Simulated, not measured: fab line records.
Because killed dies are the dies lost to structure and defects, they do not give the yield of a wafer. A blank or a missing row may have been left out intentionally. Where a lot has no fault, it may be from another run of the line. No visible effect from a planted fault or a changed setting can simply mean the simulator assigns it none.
Commonality check across tools :: flow ritCmos :: Sampled: 14 lots, 42 wafers

THE REASON FOR OPENING IT
At RIT_GATE_THK_MEAS_09 the reading GATE_POLY_THK is flagged on 2 of 14 lots. Fault-free wafers read 249.6 nm, with a standard deviation of 2.2.
Rule: flag the lot when none of its wafers has a number, or when each of its wafers that has one lies beyond 4 standard deviations from that mean. As for the other lots, they are considered sound.

lot: L816
measured: day 2 16:03
on: filmMetro-03
GATE_POLY_THK (nm), wafer by wafer: 248.9 251.1 250.7
flag: 

lot: L817
measured: day 2 20:41
on: filmMetro-03
GATE_POLY_THK (nm), wafer by wafer: 252.0 249.6 251.1
flag: 

lot: L818
measured: day 3 02:17
on: filmMetro-03
GATE_POLY_THK (nm), wafer by wafer: 250.0 250.7 248.2
flag: 

lot: L820
measured: day 3 15:59
on: filmMetro-01
GATE_POLY_THK (nm), wafer by wafer: 246.4 248.5 249.7
flag: 

lot: L821
measured: day 3 18:29
on: filmMetro-01
GATE_POLY_THK (nm), wafer by wafer: 243.8 247.8 246.4
flag: 

lot: L822
measured: day 3 22:04
on: filmMetro-03
GATE_POLY_THK (nm), wafer by wafer: 245.8 245.1 247.4
flag: 

lot: L824
measured: day 4 10:01
on: filmMetro-03
GATE_POLY_THK (nm), wafer by wafer: 250.0 250.9 248.3
flag: 

lot: L825
measured: day 4 13:37
on: filmMetro-03
GATE_POLY_THK (nm), wafer by wafer: 245.2 246.2 245.8
flag: 

lot: L826
measured: day 4 19:02
on: filmMetro-01
GATE_POLY_THK (nm), wafer by wafer: 252.9 252.2 252.4
flag: 

lot: L828
measured: day 5 09:05
on: filmMetro-02
GATE_POLY_THK (nm), wafer by wafer: 250.6 251.5 249.7
flag: 

lot: L829
measured: day 5 11:01
on: filmMetro-03
GATE_POLY_THK (nm), wafer by wafer: 249.5 251.5 252.1
flag: 

lot: L832
measured: day 6 03:10
on: filmMetro-03
GATE_POLY_THK (nm), wafer by wafer: 247.7 249.0 249.8
flag: 

lot: L836
measured: day 6 20:09
on: filmMetro-03
GATE_POLY_THK (nm), wafer by wafer: 209.3 209.8 212.2
flag: FLAGGED

lot: L838
measured: day 7 07:23
on: filmMetro-02
GATE_POLY_THK (nm), wafer by wafer: 209.4 210.9 212.0
flag: FLAGGED
The mean of the flagged lots' numbers is 210.6 nm, -39.0 nm from the usual (-18 standard deviations).

LOT BY LOT: THE TOOL USED
The record keeps 1 process step preceding the reading, out of 202 steps on the route. Read each cell as the tool, then ch plus the chambers that the sampled wafers visited, then the start.
lot: L816
flag: 
RIT_GATE_CVD_08: lpcvd-02 ch 1, day 2 14:25

lot: L817
flag: 
RIT_GATE_CVD_08: lpcvd-01 ch 1, day 2 19:04

lot: L818
flag: 
RIT_GATE_CVD_08: lpcvd-02 ch 0, day 3 00:41

lot: L820
flag: 
RIT_GATE_CVD_08: lpcvd-02 ch 0, day 3 14:22

lot: L821
flag: 
RIT_GATE_CVD_08: lpcvd-01 ch 1, day 3 16:51

lot: L822
flag: 
RIT_GATE_CVD_08: lpcvd-02 ch 1, day 3 20:26

lot: L824
flag: 
RIT_GATE_CVD_08: lpcvd-02 ch 1, day 4 08:24

lot: L825
flag: 
RIT_GATE_CVD_08: lpcvd-02 ch 0, day 4 12:00

lot: L826
flag: 
RIT_GATE_CVD_08: lpcvd-01 ch 0, day 4 17:24

lot: L828
flag: 
RIT_GATE_CVD_08: lpcvd-01 ch 0, day 5 07:26

lot: L829
flag: 
RIT_GATE_CVD_08: lpcvd-01 ch 1, day 5 09:23

lot: L832
flag: 
RIT_GATE_CVD_08: lpcvd-02 ch 0, day 6 01:33

lot: L836
flag: FLAGGED
RIT_GATE_CVD_08: lpcvd-02 ch 1, day 6 18:32

lot: L838
flag: FLAGGED
RIT_GATE_CVD_08: lpcvd-02 ch 1, day 7 05:45
What is done by these steps:
- RIT_GATE_CVD_08: deposits poly-Si from SiH4, target thk 250 nm, time 2220 s.
- RIT_GATE_THK_MEAS_09

FLAGGED OVER TOTAL, TOOL BY TOOL (the gauges that took the reading come last)
step: RIT_GATE_CVD_08
tool: lpcvd-01
lots run: 5
flagged: 0
share of the flagged lots: none
sound lots run after its first flagged lot: -

step: RIT_GATE_CVD_08
tool: lpcvd-02
lots run: 9
flagged: 2
share of the flagged lots: all
sound lots run after its first flagged lot: 0

step: RIT_GATE_THK_MEAS_09
tool: filmMetro-01
lots run: 3
flagged: 0
share of the flagged lots: none
sound lots run after its first flagged lot: -

step: RIT_GATE_THK_MEAS_09
tool: filmMetro-02
lots run: 2
flagged: 1
share of the flagged lots: some
sound lots run after its first flagged lot: 0

step: RIT_GATE_THK_MEAS_09
tool: filmMetro-03
lots run: 9
flagged: 1
share of the flagged lots: some
sound lots run after its first flagged lot: 0

THE TABLE: WHAT IT ALLOWS
All flagged lots share 1 row of the table, namely lpcvd-02 at RIT_GATE_CVD_08.
- lpcvd-02 at RIT_GATE_CVD_08 ran 9 lots, 2 of them flagged. Its last sound lot is L832 (day 6 01:33), its first flagged lot L836 (day 6 18:32): a fault that began between those two fits. Its own readings lie more than 4 standard deviations out on every wafer of the flagged lots: spikeTcCentreC, susceptorTempC.
lpcvd-02 at RIT_GATE_CVD_08 is the single tool remaining.

WHAT WAS PUT IN BY THE SIMULATOR
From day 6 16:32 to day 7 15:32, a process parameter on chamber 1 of lpcvd-02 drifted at RIT_GATE_CVD_08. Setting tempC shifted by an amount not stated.
Shown lots that were struck: L836, L838. This agrees with what the rule above found.
